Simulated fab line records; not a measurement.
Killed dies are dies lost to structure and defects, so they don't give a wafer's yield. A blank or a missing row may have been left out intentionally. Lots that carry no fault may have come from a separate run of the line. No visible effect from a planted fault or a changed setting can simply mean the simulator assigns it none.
Struck lot and sound lot, side by side || flow rit cmos || 28 steps out of a route of 202
Sound: wafers L938.1, L938.3, L938.6. Wafers struck: L944.2, L944.4, L944.6. At the end, the cause is stated.
Order at every step that has rows: each side's tool, ch and its chambers, its first start. Under that, the readings that differ: sound wafers || struck wafers || difference of the means || sigmas: that difference in standard deviations of wafers without a fault.
alike: words and numbers the same on both sides, and readings whose means are apart by under 2 such deviations; not compared: readings that were withheld, readings missing a value for some wafer, numbers with overlapping values and no deviation given by the record, and bounds like >300 which may hide the same value.
Wherever a step has rows on one side only, a row that says differs or no value, or a row with sigmas, the two part there. Non-overlapping numbers with no deviation appear without sigmas and do not part them. A reading that every wafer of one side lacks parts them only if that side has two wafers or more.

RIT_ACTIVE_BOW_MEAS_00:
  sound on film metro-03, day 3 12:00; struck on film metro-04, day 4 18:01
  alike: INCOMING_BOW
RIT_ACTIVE_OXIDATION_01: target thk 46.8 nm, ox time 3360 s.
  sound on furnace-01 ch 0, day 3 12:07; struck on furnace-01 ch 0, day 4 19:00
{"reading": "spike tc centre C (C)", "sound": "1001.8 1001.2 1000.3", "struck": "975.9 975.8 976.5", "difference": -25.0, "sigmas": -13}
{"reading": "spike tc load C (C)", "sound": "1030 1030 1031", "struck": "1006 1005 1004", "difference": -25, "sigmas": -7}
{"reading": "spike tc source C (C)", "sound": "1023.9 1025.6 1027.3", "struck": "1000.2 999.7 1000.0", "difference": -25.6, "sigmas": -13}
{"reading": "tube center temp C (C)", "sound": "999.97 1000.1 999.87", "struck": "975.14 974.95 975.02", "difference": -24.94, "sigmas": "-99 or more"}
{"reading": "tube_center_temp_C_max", "sound": "1002.1 1002.3 1002.5", "struck": "977.9 977.4 977.8", "difference": -24.6, "sigmas": -57}
{"reading": "model.SiO2_of_ACTIVE_OXIDATION_01.thk nm (nm)", "sound": "46.54 46.85 46.47", "struck": "37.33 36.75 36.79", "difference": -9.66, "sigmas": ""}
  alike: zone power load pct, zone power source pct
RIT_ACTIVE_THK_MEAS_02:
  sound on film metro-04, day 3 14:03; struck on film metro-04, day 4 20:57
{"reading": "ACTIVE_OXIDE_THK (nm)", "sound": "46.5 46.9 46.5", "struck": "37.3 36.8 36.8", "difference": -9.7, "sigmas": -12}
then, 1 step without rows for these wafers: RIT_ACTIVE_CVD_03 (deposits Si3N4 from SiH2Cl2/NH3, target thk 150 nm, time 1500 s).
RIT_ACTIVE_THK_MEAS_04:
  sound on film metro-04, day 3 17:18; struck on film metro-04, day 4 22:25
  alike: ACTIVE_NITRIDE_THK
then, 6 steps without rows for these wafers: RIT_ACTIVE_HMDS_05 (prime time 60 s); RIT_ACTIVE_COAT_06 (resist thk 1000 nm); RIT_ACTIVE_SOFTBAKE_07 (time 60 s); RIT_ACTIVE_EXPOSE_08 (exposes mask M1, target cd 1400 nm); RIT_ACTIVE_PEB_09; RIT_ACTIVE_DEVELOP_10 (develop time 50 s).
RIT_ACTIVE_CD_MEAS_11 targets a cd of 1400 nm.
  sound on cd sem-01, day 3 18:15; struck on cd sem-01, day 4 23:28
  alike: cd nm
then, 1 step without rows for these wafers: RIT_ACTIVE_HARDBAKE_12 (time 60 s).
RIT_ACTIVE_ETCH_13: etches Si3N4 in SF6, stops on SiO2, time 210 s, target depth 210 nm.
  sound on rie diel-02 ch 1,3, day 3 18:35; struck on rie diel-04 ch 1,2, day 4 23:43
  alike: drypump motor current A, oes product au, throttle valve pct
  not compared: rf hours counter h
RIT_ACTIVE_STRIP_14: strips in O2, time 180 s.
  sound on plasma asher-04 ch 0, day 3 18:43; struck on plasma asher-04 ch 0, day 4 23:51
  alike: drypump motor current A
  not compared: rf hours counter h
RIT_ACTIVE_CD_MEAS_90 targets a cd of 1400 nm.
  sound on cd sem-01, day 3 18:53; struck on cd sem-02, day 5 00:03
  alike: cd nm
then, 4 steps without rows for these wafers: RIT_ACTIVE_CLEAN_15 (cleans in SC1, time 600 s); RIT_ACTIVE_CLEAN_16 (cleans in dHF, time 30 s); RIT_ACTIVE_CLEAN_17 (cleans in SC2, time 600 s); RIT_FOX1_OXIDATION_00 (target thk 350.7 nm, ox time 1130 s).
RIT_FOX1_THK_MEAS_01:
  sound on film metro-01, day 3 23:23; struck on film metro-01, day 5 01:50
  alike: FOX1_OXIDE_THK
then, 2 steps without rows for these wafers: RIT_FOX1_WET_ETCH_02 (etches SiO2 in BOE, target depth 350 nm, time 390 s); RIT_FOX2_OXIDATION_00 (target thk 350.7 nm, ox time 1130 s).
RIT_FOX2_THK_MEAS_01:
  sound on film metro-02, day 4 00:53; struck on film metro-02, day 5 03:41
  alike: FOX2_OXIDE_THK
then, 1 step without rows for these wafers: RIT_FOX2_CLEAN_02 (cleans in dHF, time 180 s).
RIT_FOX2_WET_ETCH_03: etches Si3N4 in H3PO4, target depth 195 nm, time 2700 s.
  sound on wet bench-04 ch 2, day 4 01:00; struck on wet bench-03 ch 0, day 5 03:47
{"reading": "model.SiO2_of_ACTIVE_OXIDATION_01.thk nm (nm)", "sound": "41.13 41.7 41.36", "struck": "32.93 32.41 32.46", "difference": -8.80, "sigmas": ""}
RIT_FOX2_THK_MEAS_90:
  sound on film metro-04, day 4 01:50; struck on film metro-03, day 5 04:34
  alike: FIELD_OXIDE_LEFT_1_THK
RIT_M1_PROBE_99:
  sound on prober-01, day 6 00:29; struck on prober-02, day 6 23:43
{"reading": "model.etest.nldd.width nm (nm)", "sound": "3208 3212 3216", "struck": "3273 3276 3279", "difference": "+64", "sigmas": ""}
{"reading": "model.etest.pldd.width nm (nm)", "sound": "3221 3222 3204", "struck": "3287 3296 3287", "difference": "+74", "sigmas": ""}
{"reading": "model.etest.nplus sal.width nm (nm)", "sound": "3464 3446 3474", "struck": "3522 3503 3515", "difference": "+52", "sigmas": ""}
{"reading": "model.etest.pplus sal.width nm (nm)", "sound": "3462 3464 3457", "struck": "3517 3498 3503", "difference": "+45", "sigmas": ""}
{"reading": "model.etest.nmos narrow.drive ua um", "sound": "217.8 218 216.1", "struck": "254.3 247.5 249.2", "difference": "+33.0", "sigmas": ""}
{"reading": "model.etest.pmos narrow.drive ua um", "sound": "97.55 99.01 97.3", "struck": "114.9 113.8 113", "difference": "+15.9", "sigmas": ""}
{"reading": "model.etest.cap n gate.c min ff um2", "sound": "2.361 2.363 2.353", "struck": "2.38 2.365 2.372", "difference": "+0.01", "sigmas": ""}
  alike: killed at contacts, killed at front end, killed dies, killed open, killed short

## WHERE THEY PART
Earliest at RIT_ACTIVE_OXIDATION_01; latest, in this record, at RIT_ACTIVE_THK_MEAS_02. Later steps at which nothing parts them and some readings are alike: RIT_ACTIVE_THK_MEAS_04, RIT_ACTIVE_CD_MEAS_11, RIT_ACTIVE_ETCH_13, RIT_ACTIVE_STRIP_14, RIT_ACTIVE_CD_MEAS_90, RIT_FOX1_THK_MEAS_01, RIT_FOX2_THK_MEAS_01, RIT_FOX2_THK_MEAS_90, RIT_M1_PROBE_99.

WHY: what the simulator had put in
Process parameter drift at RIT_ACTIVE_OXIDATION_01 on furnace-01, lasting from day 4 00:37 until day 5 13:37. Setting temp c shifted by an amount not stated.
